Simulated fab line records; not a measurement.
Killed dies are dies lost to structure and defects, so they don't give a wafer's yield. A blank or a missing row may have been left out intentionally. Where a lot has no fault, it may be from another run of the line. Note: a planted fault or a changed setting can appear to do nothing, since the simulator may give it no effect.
Which tool is to blame? || flow rit cmos || Sampling: 9 lots, 27 wafers, 3 of 202 route steps

== WHAT EACH GAUGE READ, for each wafer ==
RIT_PWELL_TW_MEAS_10.
{"lot": "L673", "measured": "day 2 03:02", "on": "film metro-03", "PWELL_TW": "930 937 933"}
{"lot": "L674", "measured": "day 2 08:57", "on": "film metro-03", "PWELL_TW": "935 931 936"}
{"lot": "L675", "measured": "day 2 15:01", "on": "film metro-04", "PWELL_TW": "940 943 942"}
{"lot": "L676", "measured": "day 2 15:42", "on": "film metro-03", "PWELL_TW": "935 930 929"}
{"lot": "L677", "measured": "day 2 23:58", "on": "film metro-01", "PWELL_TW": "938 938 941"}
{"lot": "L678", "measured": "day 3 03:38", "on": "film metro-03", "PWELL_TW": "2343 2331 2349"}
{"lot": "L679", "measured": "day 3 06:19", "on": "film metro-03", "PWELL_TW": "2345 2348 2343"}
{"lot": "L680", "measured": "day 3 11:12", "on": "film metro-04", "PWELL_TW": "2379 2376 2381"}
{"lot": "L681", "measured": "day 3 18:52", "on": "film metro-01", "PWELL_TW": "2364 2361 2368"}

RIT_WELLDRIVE_RS_MEAS_02: the measuring method here is four-point-probe.
{"lot": "L673", "measured": "day 2 09:11", "on": "film metro-03", "PWELL_RS (ohm/sq)": "432.0 430.5 430.5"}
{"lot": "L674", "measured": "day 2 15:00", "on": "film metro-03", "PWELL_RS (ohm/sq)": "428.5 428.4 429.3"}
{"lot": "L675", "measured": "day 2 20:47", "on": "film metro-03", "PWELL_RS (ohm/sq)": "432.4 432.1 432.6"}
{"lot": "L676", "measured": "day 2 21:38", "on": "film metro-04", "PWELL_RS (ohm/sq)": "428.2 431.3 430.2"}
{"lot": "L677", "measured": "day 3 05:14", "on": "film metro-01", "PWELL_RS (ohm/sq)": "430.5 429.6 431.4"}
{"lot": "L678", "measured": "day 3 10:20", "on": "film metro-03", "PWELL_RS (ohm/sq)": "83.8 83.5 83.5"}
{"lot": "L679", "measured": "day 3 12:18", "on": "film metro-03", "PWELL_RS (ohm/sq)": "83.5 83.7 83.5"}
{"lot": "L680", "measured": "day 3 17:23", "on": "film metro-03", "PWELL_RS (ohm/sq)": "83.6 83.6 83.7"}
{"lot": "L681", "measured": "day 4 00:16", "on": "film metro-03", "PWELL_RS (ohm/sq)": "83.5 83.6 83.4"}

== WHICH TOOL RAN EACH LOT (tool, then ch and the chambers of the sampled wafers, then the start) ==
{"lot": "L673", "RIT_PWELL_IMPLANT_08": "implanter-04 ch 0, day 2 02:43"}
{"lot": "L674", "RIT_PWELL_IMPLANT_08": "implanter-02 ch 0, day 2 08:38"}
{"lot": "L675", "RIT_PWELL_IMPLANT_08": "implanter-03 ch 0, day 2 14:42"}
{"lot": "L676", "RIT_PWELL_IMPLANT_08": "implanter-02 ch 0, day 2 15:22"}
{"lot": "L677", "RIT_PWELL_IMPLANT_08": "implanter-04 ch 0, day 2 23:39"}
{"lot": "L678", "RIT_PWELL_IMPLANT_08": "implanter-03 ch 0, day 3 03:20"}
{"lot": "L679", "RIT_PWELL_IMPLANT_08": "implanter-02 ch 0, day 3 05:59"}
{"lot": "L680", "RIT_PWELL_IMPLANT_08": "implanter-03 ch 0, day 3 10:53"}
{"lot": "L681", "RIT_PWELL_IMPLANT_08": "implanter-03 ch 0, day 3 18:33"}
- RIT_PWELL_IMPLANT_08

== WHAT THE TOOLS THEMSELVES READ (means of the sampled wafers that have a number; where no wafer has one, the mark that the record gives instead) ==
The record holds no such reading with a usual standard deviation.

== THE ANSWER, worked out from the rows above alone ==
Rule: the lots themselves supply what counts as usual. Put in order of their means at a reading, lots are off if they are a third of the lots or fewer, leave a main group of 4 or more, and stand apart from it by a gap of 3 or more times the standard deviation of the main group's means; of several such gaps the widest counts. The tables above print the reading to a certain number of digits; a main group whose means all agree to those digits is not used. A lot without any number at a reading at which 4 lots or more have one is off too. The other lots that the step has rows for count as sound. The gauges are gone through in route order, then the tools' own readings, and for those a lot's mean is taken as printed above. The first step at which some lot is off is used, and at that step the reading that is off furthest; a lot without a number counts as furthest.
None of the lots is off at any reading shown; this tells nothing.

== WHAT THE SIMULATOR PUT IN ==
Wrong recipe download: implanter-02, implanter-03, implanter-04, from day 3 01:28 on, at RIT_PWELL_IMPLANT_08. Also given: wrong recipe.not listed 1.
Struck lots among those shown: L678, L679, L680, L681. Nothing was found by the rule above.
